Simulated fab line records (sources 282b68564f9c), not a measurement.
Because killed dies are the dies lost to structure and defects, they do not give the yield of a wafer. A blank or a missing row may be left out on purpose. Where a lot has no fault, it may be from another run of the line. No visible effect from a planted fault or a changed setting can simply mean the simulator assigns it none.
8D (eight disciplines) problem report, filled in by code -- flow rit-cmos -- the parts of the form that need people (team, actions taken, sign-off) are left out

## 1. THE PROBLEM
At RIT_NWELL_DEVELOP_05, developer-temp-C averages 23.88 C over 6 wafers from 2 lots, while fault-free wafers read 23.01 C, standard deviation 0.093. Measured from the usual mean, that is +9.4 standard deviations.
The step: develop time 68 s.
First observed at day 4 20:00: wafer L351.2, on litho-track-02. The record holds 42 wafers of 14 lots with a number at this step. The rule behind "out" and "out of limits": a value lying over 4 standard deviations away from the usual mean. All remaining wafers that have a number are taken as sound.

## 2. WHAT IT IS, WHAT IT ISN'T
question,is,is not
which readings at this step,developer-temp-C,-
which lots,"L351, L352","L338, L340, L341, L342, L344, L345, L347, L348, L349, L350, L355, L360"
which wafers of those lots,all that have a number,-
read on which tools,litho-track-02,"litho-track-01, litho-track-04"
when,from day 4 20:00,"up to then (30 sound wafers); but 6 sound wafers of L355, L360 came after"

## 3. WHAT RULES OUT EACH SUSPECT
Counting: a tool at a process step up to the reading stays a suspect if it ran every lot that is out and no sound lot after the first of them.
- litho-track-02 at RIT_NWELL_DEVELOP_05 (develop time 68 s): kept. All lots that are out passed through it, beginning with L351 at day 4 20:00, and no sound lot followed; its final sound lot before that point was L349 at day 4 09:00. Its own readings are out on those wafers: developer-temp-C.
After counting, what remains is litho-track-02 at RIT_NWELL_DEVELOP_05.

## 4. THE CAUSE (what the simulator had put in)
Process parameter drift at RIT_NWELL_DEVELOP_05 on litho-track-02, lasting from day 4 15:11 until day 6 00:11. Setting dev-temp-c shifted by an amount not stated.
Counting left only this tool.

## 5. SEQUENCE OF EFFECTS, ordered by route
One row per reading whose mean, taken over the struck wafers that have a number, lies over 3 standard deviations from the usual. Scope: only readings with a usual standard deviation given in the record; hours: median across lots of the time from each lot's start at the first step in this table that gives one to its start at this step; sigmas: change in usual standard deviations.
hours,step,reading,usual,on struck wafers,change,sigmas
0,RIT_NWELL_DEVELOP_05,developer-temp-C,23.01 C,23.88,+0.87,+9.4
Its process steps:
- RIT_NWELL_DEVELOP_05: develop time 68 s.

## 6. WHAT WOULD HAVE CAUGHT IT SOONER
The fault began at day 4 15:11; the first out-of-limits reading in this record came at day 4 20:00, 5 hours later.
